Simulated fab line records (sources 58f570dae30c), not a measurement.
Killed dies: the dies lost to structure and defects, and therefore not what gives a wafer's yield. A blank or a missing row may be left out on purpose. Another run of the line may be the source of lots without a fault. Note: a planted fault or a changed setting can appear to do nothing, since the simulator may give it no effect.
fab line records + flow berkeleyCmos170
record
- lots=15
- wafers=45
- lastDay=11
route steps=331 shown NSD@196 SILICIDE@214 CONTACT@229
lots with no fault: from the same line, run without faults
startH: the number of hours between the record's first day and the start of the first shown wafer of the lot + waitH: hours since the lot's step before + " identical to the entry in the row above + L1.1+2: a row that stands for several wafers + - value missing, or start not given + * or withheld: withheld + < > ~ a bound
route shown NAME@n: a module of which the file shows steps, and the number in the route of the first + usual: mean and standard deviation over wafers with no fault + same: alike in all rows + chamber/n: place in a boat + sites: readings site by site + _std_site: their standard deviation + _edge_site: inner sites' mean taken away from outer sites' mean + radiusMm: for every site, how far away it sits from the centre of the wafer + mask NAME#n: copy n + behind: the tool/chamber that last shaped the wafer + hold: what put the lot on hold/how long, in hours/how the hold closed + device: the transistor (n, p or np) that didn't switch + end of line: tests of these same wafers at the route's end + for a step that has no rows: nothing shown but its recipe + killed: count of dies lost to structure and defects at first sort (not the wafer's yield) + map: per-die view of a wafer (x killed, . not killed, _ where there is no die)
set.NAME: the setting the step ran with; set.NAME@STEP: the setting that earlier step ran with + model.NAME: the simulator's own value behind a step, which no gauge read
one table for each step of the route and one row for each wafer, over a sample of lots
services: a tool's chamber out of use, with start hour (startH, from the record's first day; less than 0 if before it), hours out, and reason
## steps
# step UCB170_NSD_STRIP_09
# recipe
- chemistry=O2
- powerW=400
- pressureMtorr=3500
- platenTempC=withheld
- o2FlowSccm=400
- overashFraction=0.5
# usual
- drypumpMotorCurrentA=5.9/0.36
- oesProductAu=0.533/0.0046
- stripTimeToEndpointS=35.92/0.068
| lot.wafer | tool           | chamber | startH | waitH | drypumpMotorCurrentA | oesProductAu | rfHoursCounterH | stripTimeToEndpointS |
|-----------|----------------|---------|--------|-------|----------------------|--------------|-----------------|----------------------|
| L322.1    | plasmaAsher-04 | 0       | 143.18 | 0.1   | 6.1                  | 0.539        | 3               | 36.05                |
| L322.5    | "              | 1       | "      | "     | 5.2                  | 0.537        | -               | 36.04                |
| L322.6    | "              | 0       | "      | "     | 6.1                  | 0.531        | -               | 35.98                |
| L324.2    | plasmaAsher-03 | 0       | 156.68 | 0.1   | 6.3                  | 0.529        | 38              | 35.85                |
| L324.4    | "              | 0       | "      | "     | 6.3                  | 0.540        | -               | 35.91                |
| L324.6    | "              | 0       | "      | "     | 6.3                  | 0.524        | -               | 35.88                |
| L323.1    | plasmaAsher-04 | 0       | 159.78 | 0.1   | 6.1                  | 0.534        | 4               | 35.76                |
| L323.2    | "              | 1       | "      | "     | 5.3                  | 0.534        | 4               | 35.82                |
| L323.6    | "              | 1       | "      | "     | 5.2                  | 0.535        | -               | 35.85                |
| L325.2    | plasmaAsher-03 | 0       | 168.01 | 0.1   | 6.3                  | 0.539        | 40              | 35.97                |
| L325.4    | "              | 0       | "      | "     | 6.3                  | 0.538        | -               | 35.89                |
| L325.6    | "              | 0       | "      | "     | 6.3                  | 0.532        | -               | 35.94                |
| L327.1    | plasmaAsher-03 | 0       | 186.77 | 0.1   | 6.3                  | 0.536        | 42              | 35.91                |
| L327.2    | "              | 1       | "      | "     | 5.8                  | 0.534        | 42              | 35.86                |
| L327.4    | "              | 1       | "      | "     | 5.8                  | 0.525        | -               | 35.94                |
| L329.1    | plasmaAsher-02 | 1       | 187.04 | 0.1   | 5.9                  | 0.534        | 46              | 35.93                |
| L329.5    | "              | 0       | "      | "     | 6.0                  | 0.529        | -               | 35.96                |
| L329.6    | "              | 1       | "      | "     | 5.9                  | 0.537        | -               | 36.02                |
| L332.3    | plasmaAsher-03 | 0       | 190.53 | 0.1   | 6.3                  | 0.540        | -               | 35.85                |
| L332.4    | "              | 1       | "      | "     | 5.8                  | 0.529        | -               | 35.90                |
| L332.6    | "              | 0       | "      | "     | 6.3                  | 0.533        | -               | 35.92                |
| L331.1    | plasmaAsher-02 | 1       | 191.50 | 0.1   | 5.9                  | 0.538        | 46              | 35.82                |
| L331.2    | "              | 0       | "      | "     | 6.0                  | 0.532        | 46              | 35.87                |
| L331.3    | "              | 1       | "      | "     | 5.9                  | 0.531        | -               | 35.88                |
| L333.2    | plasmaAsher-04 | 0       | 203.03 | 0.1   | 6.1                  | 0.521        | 9               | 35.84                |
| L333.3    | "              | 1       | "      | "     | 5.2                  | 0.527        | -               | 35.92                |
| L333.5    | "              | 0       | "      | "     | 6.1                  | 0.528        | -               | 35.81                |
| L336.2    | plasmaAsher-03 | 0       | 203.15 | 0.1   | 6.3                  | 0.530        | 44              | 35.96                |
| L336.4    | "              | 1       | "      | "     | 5.7                  | 0.530        | -               | 35.89                |
| L336.6    | "              | 0       | "      | "     | 6.4                  | 0.536        | -               | 35.81                |
| L339.3    | plasmaAsher-04 | 1       | 215.27 | 0.1   | 5.2                  | 0.537        | -               | 35.92                |
| L339.5    | "              | 0       | "      | "     | 6.1                  | 0.534        | -               | 35.89                |
| L339.6    | "              | 1       | "      | "     | 5.2                  | 0.533        | -               | 35.92                |
| L338.2    | plasmaAsher-02 | 1       | 215.47 | 0.1   | 5.9                  | 0.533        | 49              | 35.95                |
| L338.3    | "              | 1       | "      | "     | 6.0                  | 0.532        | -               | 35.96                |
| L338.6    | "              | 0       | "      | "     | 6.0                  | 0.531        | -               | 36.01                |
| L337.1    | plasmaAsher-02 | 0       | 220.33 | 0.1   | 6.0                  | 0.531        | 50              | 36.02                |
| L337.4    | "              | 0       | "      | "     | 6.0                  | 0.534        | -               | 36.05                |
| L337.6    | "              | 0       | "      | "     | 6.0                  | 0.538        | -               | 36.01                |
| L343.1    | plasmaAsher-04 | 1       | 240.98 | 0.1   | 5.2                  | 0.536        | 15              | 35.97                |
| L343.2    | "              | 0       | "      | "     | 6.1                  | 0.533        | 15              | 35.97                |
| L343.3    | "              | 0       | "      | "     | 6.1                  | 0.536        | -               | 36.03                |
| L345.2    | plasmaAsher-04 | 0       | 241.25 | 0.1   | 6.1                  | 0.537        | 15              | 35.97                |
| L345.3    | "              | 0       | "      | "     | 6.1                  | 0.527        | -               | 35.95                |
| L345.4    | "              | 1       | "      | "     | 5.2                  | 0.531        | -               | 35.99                |
# step UCB170_NSD_TW_MEAS_10
# usual
- NSD_TW=4195/38
| lot.wafer | tool         | chamber | startH | waitH | NSD_TW |
|-----------|--------------|---------|--------|-------|--------|
| L322.1    | filmMetro-01 | -       | 143.31 | 0.1   | 4213   |
| L322.5    | "            | -       | "      | "     | 4215   |
| L322.6    | "            | -       | "      | "     | 4235   |
| L324.2    | filmMetro-04 | -       | 156.79 | 0.1   | 4163   |
| L324.4    | "            | -       | "      | "     | 4133   |
| L324.6    | "            | -       | "      | "     | 4164   |
| L323.1    | filmMetro-04 | -       | 159.88 | 0.1   | 4137   |
| L323.2    | "            | -       | "      | "     | 4152   |
| L323.6    | "            | -       | "      | "     | 4140   |
| L325.2    | filmMetro-01 | -       | 168.12 | 0.1   | 4207   |
| L325.4    | "            | -       | "      | "     | 4214   |
| L325.6    | "            | -       | "      | "     | 4237   |
| L327.1    | filmMetro-01 | -       | 186.87 | 0.1   | 4246   |
| L327.2    | "            | -       | "      | "     | 4240   |
| L327.4    | "            | -       | "      | "     | 4222   |
| L329.1    | filmMetro-04 | -       | 187.14 | 0.1   | 4153   |
| L329.5    | "            | -       | "      | "     | 4138   |
| L329.6    | "            | -       | "      | "     | 4149   |
| L332.3    | filmMetro-04 | -       | 190.61 | 0.1   | 4137   |
| L332.4    | "            | -       | "      | "     | 4134   |
| L332.6    | "            | -       | "      | "     | 4151   |
| L331.1    | filmMetro-02 | -       | 191.60 | 0.1   | 4198   |
| L331.2    | "            | -       | "      | "     | 4191   |
| L331.3    | "            | -       | "      | "     | 4206   |
| L333.2    | filmMetro-01 | -       | 203.14 | 0.1   | 4233   |
| L333.3    | "            | -       | "      | "     | 4248   |
| L333.5    | "            | -       | "      | "     | 4238   |
| L336.2    | filmMetro-04 | -       | 203.26 | 0.1   | 4152   |
| L336.4    | "            | -       | "      | "     | 4161   |
| L336.6    | "            | -       | "      | "     | 4158   |
| L339.3    | filmMetro-01 | -       | 215.36 | 0.1   | 4270   |
| L339.5    | "            | -       | "      | "     | 4260   |
| L339.6    | "            | -       | "      | "     | 4242   |
| L338.2    | filmMetro-04 | -       | 215.58 | 0.1   | 4139   |
| L338.3    | "            | -       | "      | "     | 4147   |
| L338.6    | "            | -       | "      | "     | 4168   |
| L337.1    | filmMetro-01 | -       | 220.43 | 0.1   | 4225   |
| L337.4    | "            | -       | "      | "     | 4227   |
| L337.6    | "            | -       | "      | "     | 4208   |
| L343.1    | filmMetro-04 | -       | 241.08 | 0.1   | 4151   |
| L343.2    | "            | -       | "      | "     | 4172   |
| L343.3    | "            | -       | "      | "     | 4182   |
| L345.2    | filmMetro-02 | -       | 241.36 | 0.1   | 4222   |
| L345.3    | "            | -       | "      | "     | 4223   |
| L345.4    | "            | -       | "      | "     | 4206   |
# step UCB170_SILICIDE_RTA_04
# recipe
- tempC=650
- timeS=15
- ambient=N2
# usual
- chamberO2Ppm=2.000/0.023
- lampPowerPct=9.1/0.59
- wafer_temp_C_max=654.1/0.77
| lot.wafer | tool         | chamber | startH | waitH | chamberO2Ppm | lampPowerPct | wafer_temp_C_max |
|-----------|--------------|---------|--------|-------|--------------|--------------|------------------|
| L322.1    | rtpAnneal-01 | 0       | 145.31 | 0.1   | 2.021        | 9.6          | 654.8            |
| L322.5    | "            | 0       | "      | "     | 2.003        | 9.6          | 653.5            |
| L322.6    | "            | 0       | "      | "     | 1.985        | 9.6          | 653.5            |
| L324.2    | rtpAnneal-01 | 0       | 158.71 | 0.1   | 2.029        | 9.6          | 653.5            |
| L324.4    | "            | 0       | "      | "     | 2.006        | 9.6          | 653.9            |
| L324.6    | "            | 0       | "      | "     | 2.040        | 9.6          | 654.1            |
| L323.1    | rtpAnneal-02 | 0       | 161.73 | 0.1   | 2.026        | 8.4          | 654.9            |
| L323.2    | "            | 0       | "      | "     | 2.048        | 8.4          | 654.5            |
| L323.6    | "            | 0       | "      | "     | 1.980        | 8.4          | 653.6            |
| L325.2    | rtpAnneal-01 | 0       | 169.98 | 0.1   | 2.025        | 9.6          | 653.8            |
| L325.4    | "            | 0       | "      | "     | 2.037        | 9.6          | 654.1            |
| L325.6    | "            | 0       | "      | "     | 2.027        | 9.6          | 653.6            |
| L327.1    | rtpAnneal-02 | 0       | 189.36 | 0.1   | 1.993        | 8.4          | 655.0            |
| L327.2    | "            | 0       | "      | "     | 1.992        | 8.4          | 654.2            |
| L327.4    | "            | 0       | "      | "     | 1.972        | 8.4          | 654.0            |
| L329.1    | rtpAnneal-01 | 0       | 189.81 | 0.1   | 2.002        | 9.6          | 653.7            |
| L329.5    | "            | 0       | "      | "     | 2.046        | 9.6          | 654.5            |
| L329.6    | "            | 0       | "      | "     | 2.030        | 9.6          | 654.1            |
| L332.3    | rtpAnneal-01 | 0       | 192.94 | 0.1   | 2.017        | 9.6          | 654.3            |
| L332.4    | "            | 0       | "      | "     | 2.006        | 9.6          | 654.1            |
| L332.6    | "            | 0       | "      | "     | 2.013        | 9.6          | 653.5            |
| L331.1    | rtpAnneal-01 | 0       | 193.90 | 0.1   | 2.003        | 9.6          | 653.1            |
| L331.2    | "            | 0       | "      | "     | 2.019        | 9.6          | 653.7            |
| L331.3    | "            | 0       | "      | "     | 1.974        | 9.6          | 653.9            |
| L333.2    | rtpAnneal-01 | 0       | 205.38 | 0.1   | 1.995        | 9.6          | 653.0            |
| L333.3    | "            | 0       | "      | "     | 2.011        | 9.6          | 653.3            |
| L333.5    | "            | 0       | "      | "     | 2.032        | 9.6          | 653.9            |
| L336.2    | rtpAnneal-02 | 0       | 205.57 | 0.1   | 1.995        | 8.4          | 655.3            |
| L336.4    | "            | 0       | "      | "     | 2.012        | 8.4          | 654.5            |
| L336.6    | "            | 0       | "      | "     | 1.990        | 8.4          | 653.9            |
| L339.3    | rtpAnneal-02 | 0       | 217.57 | 0.1   | 1.987        | 8.4          | 654.2            |
| L339.5    | "            | 0       | "      | "     | 1.995        | 8.5          | 652.9            |
| L339.6    | "            | 0       | "      | "     | 1.979        | 8.4          | 654.2            |
| L338.2    | rtpAnneal-02 | 0       | 218.41 | 0.1   | 1.988        | 8.4          | 654.0            |
| L338.3    | "            | 0       | "      | "     | 1.973        | 8.4          | 655.0            |
| L338.6    | "            | 0       | "      | "     | 2.013        | 8.4          | 653.8            |
| L337.1    | rtpAnneal-02 | 0       | 224.16 | 0.1   | 2.011        | 8.4          | 655.4            |
| L337.4    | "            | 0       | "      | "     | 2.008        | 8.4          | 654.8            |
| L337.6    | "            | 0       | "      | "     | 2.036        | 8.5          | 655.3            |
| L343.1    | rtpAnneal-02 | 0       | 243.51 | 0.1   | 2.018        | 8.4          | 655.2            |
| L343.2    | "            | 0       | "      | "     | 2.017        | 8.4          | 654.1            |
| L343.3    | "            | 0       | "      | "     | 1.976        | 8.5          | 653.9            |
| L345.2    | rtpAnneal-01 | 0       | 243.70 | 0.1   | 1.995        | 9.6          | 654.2            |
| L345.3    | "            | 0       | "      | "     | 2.002        | 9.6          | 654.1            |
| L345.4    | "            | 0       | "      | "     | 2.004        | 9.6          | 653.5            |
# step UCB170_CONTACT_PEB_13
# recipe
- pebTempC=130
- pebTimeS=withheld
- resist=KrF
# usual
- chillPlateTempC=23.00/0.092
- exhaustPa=45.1/1.2
| lot.wafer | tool          | chamber | startH | waitH | chillPlateTempC | exhaustPa |
|-----------|---------------|---------|--------|-------|-----------------|-----------|
| L322.1    | lithoTrack-02 | 0       | 152.25 | 0.7   | 22.92           | 48.4      |
| L322.5    | "             | 0       | "      | "     | 22.87           | 46.9      |
| L322.6    | "             | 0       | "      | "     | 22.89           | 46.8      |
| L324.2    | lithoTrack-03 | 0       | 162.30 | 0.1   | 23.03           | 45.3      |
| L324.4    | "             | 0       | "      | "     | 23.09           | 46.4      |
| L324.6    | "             | 0       | "      | "     | 22.96           | 45.8      |
| L323.1    | lithoTrack-03 | 0       | 167.07 | 0.3   | 22.92           | 45.7      |
| L323.2    | "             | 0       | "      | "     | 22.93           | 46.2      |
| L323.6    | "             | 0       | "      | "     | 22.90           | 47.1      |
| L325.2    | lithoTrack-02 | 0       | 175.99 | 0.6   | 23.04           | 47.2      |
| L325.4    | "             | 0       | "      | "     | 22.96           | 45.6      |
| L325.6    | "             | 0       | "      | "     | 23.16           | 45.9      |
| L327.1    | lithoTrack-04 | 0       | 194.39 | 0.5   | 23.02           | 45.7      |
| L327.2    | "             | 0       | "      | "     | 22.94           | 45.3      |
| L327.4    | "             | 0       | "      | "     | 22.83           | 45.4      |
| L329.1    | lithoTrack-02 | 0       | 195.23 | 0.1   | 22.98           | 44.4      |
| L329.5    | "             | 0       | "      | "     | 23.04           | 43.6      |
| L329.6    | "             | 0       | "      | "     | 22.92           | 45.1      |
| L332.3    | lithoTrack-03 | 0       | 197.50 | 0.1   | 22.97           | 43.8      |
| L332.4    | "             | 0       | "      | "     | 22.99           | 42.9      |
| L332.6    | "             | 0       | "      | "     | 22.98           | 42.6      |
| L331.1    | lithoTrack-02 | 0       | 197.75 | 0.1   | 23.02           | 44.8      |
| L331.2    | "             | 0       | "      | "     | 23.03           | 44.1      |
| L331.3    | "             | 0       | "      | "     | 23.05           | 45.3      |
| L333.2    | lithoTrack-03 | 0       | 212.06 | 0.5   | 23.02           | 43.4      |
| L333.3    | "             | 0       | "      | "     | 22.89           | 44.0      |
| L333.5    | "             | 0       | "      | "     | 22.96           | 43.0      |
| L336.2    | lithoTrack-02 | -       | 212.28 | 0.5   | -               | -         |
| L336.4    | "             | -       | "      | "     | -               | -         |
| L336.6    | "             | -       | "      | "     | -               | -         |
| L339.3    | lithoTrack-04 | -       | 221.78 | 0.1   | -               | -         |
| L339.5    | "             | -       | "      | "     | -               | -         |
| L339.6    | "             | -       | "      | "     | -               | -         |
| L338.2    | lithoTrack-02 | -       | 224.31 | 0.5   | -               | -         |
| L338.3    | "             | -       | "      | "     | -               | -         |
| L338.6    | "             | -       | "      | "     | -               | -         |
| L337.1    | lithoTrack-03 | 0       | 229.40 | 0.3   | 23.00           | 44.8      |
| L337.4    | "             | 0       | "      | "     | 22.81           | 45.8      |
| L337.6    | "             | 0       | "      | "     | 22.85           | 45.9      |
| L345.2    | lithoTrack-02 | 0       | 249    | -     | 23.03           | 45.5      |
| L345.3    | "             | 0       | "      | "     | 22.90           | 43.6      |
| L345.4    | "             | 0       | "      | "     | 22.95           | 45.6      |
| L343.1    | lithoTrack-03 | 0       | 249.93 | 0.9   | 22.98           | 43.8      |
| L343.2    | "             | 0       | "      | "     | 23.10           | 43.3      |
| L343.3    | "             | 0       | "      | "     | 22.96           | 44.6      |
## services
| tool           | chamber | startH | hours | kind   |
|----------------|---------|--------|-------|--------|
| plasmaAsher-04 | -       | 143.48 | 4.7   | repair |
| plasmaAsher-03 | -       | 233.64 | 2.1   | repair |
## key
firstSign
- step=UCB170_CONTACT_PEB_13
- reading=toolRecord
- direction=missing
effect none on later readings
metAt UCB170_CONTACT_PEB_13
struckLots L336,L338,L339
laterRowsLeftOut L336.2,L336.4,L336.6,L338.2,L338.3,L338.6,L339.3,L339.5,L339.6
sortLeftOut L336.2,L336.4,L336.6,L338.2,L338.3,L338.6,L339.3,L339.5,L339.6
testerLeftOut L336,L338,L339
notActingAt UCB170_NSD_STRIP_09,UCB170_NSD_TW_MEAS_10,UCB170_SILICIDE_RTA_04
onsetBetween 197.75 212.28
fault
- kind=skippedStepWhole
- tool=lithoTrack-02,lithoTrack-04
- chamber=-
- onsetH=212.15
- steps=UCB170_CONTACT_PEB_13
- scope=struckLotsOnly
# testerLeftOut: of these lots the tester's yield and bins aren't shown, on N5 and GAA mostly nor the transistor test; their killed dies are dies lost to structure and defects alone, not to doping, threshold or leakage, so they don't give the yield
# sortLeftOut: the simulated sort isn't trusted on such a fault, so these wafers' sort isn't shown, and their yield isn't known
# laterRowsLeftOut: the simulator's readings of these wafers behind a module that went badly wrong aren't trusted and aren't shown, but for the sort
